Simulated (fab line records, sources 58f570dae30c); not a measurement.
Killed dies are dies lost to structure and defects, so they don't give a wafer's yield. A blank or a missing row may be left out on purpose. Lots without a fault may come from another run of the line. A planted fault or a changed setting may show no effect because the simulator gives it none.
Tool commonality check | flow berkeley_cmos170 | 15 lots, 45 wafers sampled

WHY IT WAS OPENED
At UCB170_V2_THK_MEAS_04 the reading V2_POLISHED_THK is flagged on 3 of 15 lots. Wafers without a fault read 1000.1 nm, standard deviation 1.1.
Rule: a lot is flagged when every wafer of it that has a number lies more than 4 standard deviations from that mean, or none has a number. The other lots count as sound.

lot  | measured     | on            | V2_POLISHED_THK (nm), wafer by wafer | flag
L161 | day 7 14:58  | film_metro-01 | 1000.5 1000.5 999.6                  |
L160 | day 7 15:08  | film_metro-02 | 998.4 999.3 999.7                    |
L166 | day 8 15:34  | film_metro-04 | 998.2 998.9 1001.4                   |
L165 | day 8 16:01  | film_metro-01 | 997.2 1000.5 999.3                   |
L168 | day 9 10:25  | film_metro-02 | 999.8 998.8 999.2                    |
L169 | day 10 07:10 | film_metro-01 | 998.7 1000.7 1000.9                  |
L170 | day 10 08:18 | film_metro-02 | 999.0 1000.4 1000.0                  |
L173 | day 10 10:40 | film_metro-02 | 999.6 1001.4 998.9                   |
L174 | day 10 11:12 | film_metro-01 | 999.5 1001.1 1000.0                  |
L178 | day 11 10:49 | film_metro-01 | 973.4 973.8 973.0                    | FLAGGED
L175 | day 11 11:16 | film_metro-01 | 999.9 1000.5 1001.3                  |
L176 | day 11 13:34 | film_metro-04 | 975.0 973.0 973.7                    | FLAGGED
L181 | day 11 23:58 | film_metro-02 | 972.2 973.7 972.2                    | FLAGGED
L183 | day 12 03:11 | film_metro-02 | 1001.8 1001.6 1000.9                 |
L180 | day 12 03:28 | film_metro-02 | 1001.4 1000.2 1000.1                 |
The numbers of the flagged lots are 973.3 nm on average: -26.8 nm against the usual, or -24 standard deviations.

WHICH TOOL RAN EACH LOT
The record holds 3 process steps before the reading, out of a route of 331 steps. In each cell: the tool, then ch and the chambers that the sampled wafers went through, then the start.
lot  | flag    | UCB170_V1_CVD_00                | UCB170_V2_CVD_00                | UCB170_V2_CMP_02
L161 |         | pecvd-04 ch 0,1, day 7 08:56    | pecvd-04 ch 0,1,2, day 7 14:19  | cmp-01 ch 1,2, day 7 14:35
L160 |         | pecvd-01 ch 1,2, day 7 08:56    | pecvd-02 ch 1,2, day 7 14:26    | cmp-02 ch 0,1, day 7 14:43
L166 |         | pecvd-04 ch 0,1, day 8 09:01    | pecvd-04 ch 0,1,2, day 8 14:50  | cmp-02 ch 0,2,3, day 8 15:07
L165 |         | pecvd-01 ch 0,1,2, day 8 09:11  | pecvd-02 ch 0,1,2, day 8 15:22  | cmp-02 ch 0,2,3, day 8 15:44
L168 |         | pecvd-01 ch 0,1,2, day 9 04:19  | pecvd-04 ch 1,2, day 9 09:37    | cmp-02 ch 1,2, day 9 10:03
L169 |         | pecvd-01 ch 0,1,2, day 9 23:58  | pecvd-02 ch 1,2, day 10 06:32   | cmp-01 ch 0,1,2, day 10 06:50
L170 |         | pecvd-01 ch 0,1,2, day 10 00:07 | pecvd-01 ch 0,1, day 10 07:39   | cmp-02 ch 0,3, day 10 07:55
L173 |         | pecvd-03 ch 0,1, day 10 02:49   | pecvd-04 ch 0,1, day 10 10:02   | cmp-01 ch 2,3, day 10 10:15
L174 |         | pecvd-01 ch 0,2, day 10 02:49   | pecvd-02 ch 0,1, day 10 10:34   | cmp-02 ch 1,3, day 10 10:46
L178 | FLAGGED | pecvd-04 ch 0,1,2, day 11 05:03 | pecvd-02 ch 0,2, day 11 10:11   | cmp-01 ch 1,2,3, day 11 10:23
L175 |         | pecvd-04 ch 0,1,2, day 11 05:12 | pecvd-04 ch 0,1,2, day 11 10:38 | cmp-01 ch 1,2,3, day 11 10:54
L176 | FLAGGED | pecvd-01 ch 0,1,2, day 11 05:12 | pecvd-02 ch 0,1, day 11 12:56   | cmp-01 ch 1,2,3, day 11 13:14
L181 | FLAGGED | pecvd-01 ch 0,2, day 11 14:49   | pecvd-02 ch 0,2, day 11 23:16   | cmp-01 ch 0,1,2, day 11 23:29
L183 |         | pecvd-04 ch 0,1,2, day 11 17:24 | pecvd-01 ch 0,2, day 12 02:33   | cmp-01 ch 1,3, day 12 02:49
L180 |         | pecvd-01 ch 0,2, day 11 17:24   | pecvd-04 ch 0,1, day 12 02:49   | cmp-02 ch 0,2, day 12 03:05
What these steps do:
- UCB170_V1_CVD_00: deposits SiO2 from TEOS/O2, target thk 2000 nm, time 250 s.
- UCB170_V2_CVD_00: deposits SiO2 from TEOS/O2, target thk 2000 nm, time 250 s.
- UCB170_V2_CMP_02: polishes SiO2.
- UCB170_V2_THK_MEAS_04

FLAGGED OVER TOTAL, TOOL BY TOOL (the gauges that took the reading come last)
step                  | tool          | lots run | flagged | share of the flagged lots | sound lots run after its first flagged lot
UCB170_V1_CVD_00      | pecvd-01      | 9        | 2       | some                      | 1 (L180)
UCB170_V1_CVD_00      | pecvd-03      | 1        | 0       | none                      | -
UCB170_V1_CVD_00      | pecvd-04      | 5        | 1       | some                      | 2 (L175,L183)
UCB170_V2_CVD_00      | pecvd-01      | 2        | 0       | none                      | -
UCB170_V2_CVD_00      | pecvd-02      | 7        | 3       | all                       | 0
UCB170_V2_CVD_00      | pecvd-04      | 6        | 0       | none                      | -
UCB170_V2_CMP_02      | cmp-01        | 8        | 3       | all                       | 2 (L175,L183)
UCB170_V2_CMP_02      | cmp-02        | 7        | 0       | none                      | -
UCB170_V2_THK_MEAS_04 | film_metro-01 | 6        | 1       | some                      | 1 (L175)
UCB170_V2_THK_MEAS_04 | film_metro-02 | 7        | 1       | some                      | 2 (L183,L180)
UCB170_V2_THK_MEAS_04 | film_metro-04 | 2        | 1       | some                      | 0

WHAT THE TABLE ALLOWS
2 rows of the table ran every flagged lot: pecvd-02 at UCB170_V2_CVD_00, cmp-01 at UCB170_V2_CMP_02.
- pecvd-02 at UCB170_V2_CVD_00: 3 of its 7 lots flagged. Its last sound lot is L174 (day 10 10:34), its first flagged lot L178 (day 11 10:11): a fault that began between those two fits.
- cmp-01 at UCB170_V2_CMP_02: 3 of its 8 lots flagged. Sound lots ran on it after the first flagged one (L175, L183), which a lasting fault on the whole tool wouldn't allow.
One tool is left: pecvd-02 at UCB170_V2_CVD_00.

WHAT THE SIMULATOR HAD PUT IN
Site profile drift: pecvd-02, from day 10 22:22 on, at UCB170_V2_CVD_00. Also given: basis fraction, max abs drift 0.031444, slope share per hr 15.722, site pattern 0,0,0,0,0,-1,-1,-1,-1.
Lots struck among those shown: L178, L176, L181. The rule above found the same.
